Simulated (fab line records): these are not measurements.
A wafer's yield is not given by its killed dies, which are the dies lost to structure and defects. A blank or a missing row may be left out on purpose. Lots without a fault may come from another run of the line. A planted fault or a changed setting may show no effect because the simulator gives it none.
A single fault, viewed from 2 desks || flow berkeley_cmos170 || what lay behind the numbers comes last; until then each desk has only its own

FROM THE METROLOGY DESK
What the gauges read, lot by lot, whatever tool the lot ran on: means of the sampled wafers that have a number. Any lot whose mean is over 4 standard deviations away from the usual mean is out of limits and marked OUT; that distance is given in the brackets.
Columns: A = NWELL_TW at UCB170_NWELL_TW_MEAS_16, usual 1243; B = ACTIVE_OXIDE_THK at UCB170_ACTIVE_THK_MEAS_03, usual 26.4 nm; C = cd_nm at UCB170_PLDD_CD_MEAS_06, usual 1199.8 nm
{"lot": "L706", "first seen here": "day 2 11:01", "A": 1249, "B": 26.2, "C": 1199.8}
{"lot": "L709", "first seen here": "day 2 19:46", "A": 1240, "B": 25.4, "C": 1200.1}
{"lot": "L712", "first seen here": "day 3 15:27", "A": 1218, "B": 26.5, "C": 1199.3}
{"lot": "L715", "first seen here": "day 4 05:23", "A": 1248, "B": 26.1, "C": 1199.4}
{"lot": "L719", "first seen here": "day 5 02:43", "A": 1243, "B": 26.2, "C": 1201.0}
{"lot": "L721", "first seen here": "day 5 13:31", "A": 1238, "B": 25.8, "C": 1199.8}
{"lot": "L722", "first seen here": "day 6 01:01", "A": 1242, "B": 26.4, "C": 1199.3}
{"lot": "L724", "first seen here": "day 6 06:32", "A": 1242, "B": 27.2, "C": 1198.9}
{"lot": "L726", "first seen here": "day 6 13:13", "A": 1233, "B": 26.7, "C": 1199.5}
{"lot": "L725", "first seen here": "day 6 13:30", "A": 1247, "B": 27.0, "C": 1200.5}
{"lot": "L727", "first seen here": "day 7 00:42", "A": 1250, "B": 26.6, "C": 1201.3}
{"lot": "L728", "first seen here": "day 7 01:07", "A": 1244, "B": 26.9, "C": 1199.2}
{"lot": "L729", "first seen here": "day 7 09:07", "A": 1246, "B": 26.5, "C": 1200.6}
Result from this desk: across the 13 lots, nothing is out of limits.

AT THE TOOL OWNER'S DESK: implanter-04
The tool's own readings at UCB170_NWELL_IMPLANT_14, given as means over the sampled wafers that have a number, one for each lot that went through this tool. Any lot whose mean is over 4 standard deviations away from the usual mean is out of limits and marked OUT; that distance is given in the brackets.
Columns: A = tilt_deg at UCB170_NWELL_IMPLANT_14, usual 7.000 degrees
{"lot": "L706", "first seen here": "day 2 10:46", "A": 7.030}
{"lot": "L712", "first seen here": "day 3 15:12", "A": 6.982}
{"lot": "L727", "first seen here": "day 7 00:27", "A": 6.999}
Result from this desk: across the 3 lots, nothing is out of limits.

BROUGHT TOGETHER
Nothing out of limits was seen by the metrology desk.
The desk of the tool owner found nothing out of limits.

WHAT HAD BEEN PUT IN BY THE SIMULATOR
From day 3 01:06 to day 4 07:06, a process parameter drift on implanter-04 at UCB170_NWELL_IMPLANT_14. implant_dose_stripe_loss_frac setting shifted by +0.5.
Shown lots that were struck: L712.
